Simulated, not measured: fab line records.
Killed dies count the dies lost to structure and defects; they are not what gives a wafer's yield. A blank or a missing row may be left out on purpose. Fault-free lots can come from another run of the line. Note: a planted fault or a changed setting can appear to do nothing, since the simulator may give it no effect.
A lot that was struck, set against a sound lot + flow berkeley cmos170 + 15 out of 331 route steps
Sound: these wafers, L888.1, L888.4, L888.5. Wafers L872.1, L872.4, L872.5 were the ones struck. The cause comes at the end.
Each step with rows lists, per side, the tool, then ch with its chambers, then its first start. Under that, the readings that differ: sound wafers + struck wafers + difference of the means + sigmas: that difference in standard deviations of wafers without a fault.
alike: a reading whose means differ by less than 2 such deviations, as well as words and numbers matching on both sides. not compared: withheld readings; readings where some wafer has no value; bounds like >300 that might hide an equal value; numbers whose values overlap and for which the record gives no deviation.
Wherever a step has rows on one side only, a row that says differs or no value, or a row with sigmas, the two part there. Numbers that don't overlap but have no deviation are shown without sigmas and don't part them. A reading missing from all wafers of one side parts the sides only when that side holds two or more wafers.

first, 3 steps without rows for these wafers: UCB170_NSD_EXPOSE_03 (exposes mask NSELECT MOD, target cd 1200 nm); UCB170_NSD_PEB_04; UCB170_NSD_DEVELOP_05 (develop time 45 s).
UCB170_NSD_CD_MEAS_06: target cd 1200 nm.
  sound on cd sem-02, day 11 16:38; struck on cd sem-01, day 8 16:59
  alike: cd nm
UCB170_NSD_OVL_MEAS_07:
  sound on overlay-01, day 11 16:45; struck on overlay-01, day 8 17:06
  alike: NSD_OVL
next, for these wafers, 1 step has no rows: UCB170_NSD_IMPLANT_08.
UCB170_NSD_STRIP_09: strips in O2.
  sound on plasma asher-04 ch 0,1, day 11 16:56; struck on plasma asher-04 ch 0,1, day 8 17:17
  alike: chamber pressure mTorr, drypump motor current A, oes product au, strip time to endpoint s
  not compared: rf hours counter h
UCB170_NSD_TW_MEAS_10:
  sound on film metro-03, day 11 17:02; struck on film metro-03, day 8 17:23
| reading | sound          | struck         | difference | sigmas |
|---------|----------------|----------------|------------|--------|
| NSD_TW  | 4212 4195 4212 | 4135 4157 4147 | -60        | -2     |
then, 4 steps without rows for these wafers: UCB170_NSD_CLEAN_11 (cleans in SPM, time 600 s); UCB170_BACKSIDE_HMDS_00 (prime time 60 s); UCB170_BACKSIDE_COAT_01 (resist thk 900 nm); UCB170_BACKSIDE_SOFTBAKE_02 (time 60 s).
UCB170_BACKSIDE_STRIP_03: strips in O2.
  sound on plasma asher-03 ch 0,1, day 11 18:22; struck on plasma asher-04 ch 0,1, day 8 19:19
  no value came back on the struck wafers for chamber pressure mTorr (mTorr), drypump motor current A (A), oes product au (a.u.), strip time to endpoint s (s); on the sound wafers chamber pressure mTorr (mTorr) reads 3498 3498 3498
| reading                                   | sound | struck            | difference | sigmas |
|-------------------------------------------|-------|-------------------|------------|--------|
| model.KrF_of_BACKSIDE_COAT_01.thk nm (nm) | 0 0 0 | 899.7 899.5 899.5 | +899.6     |        |
  not compared: rf hours counter h
then, 1 step without rows for these wafers: UCB170_BACKSIDE_CLEAN_04 (cleans in SPM, time 600 s).
UCB170_M3_PROBE_99:
  only the struck wafers here have rows in the record (prober-01, day 9 19:18); the sound ones have none

## WHERE THEY PART
Last at UCB170_M3_PROBE_99 as far as this record goes, first at UCB170_NSD_TW_MEAS_10.

WHY: what the simulator had put in
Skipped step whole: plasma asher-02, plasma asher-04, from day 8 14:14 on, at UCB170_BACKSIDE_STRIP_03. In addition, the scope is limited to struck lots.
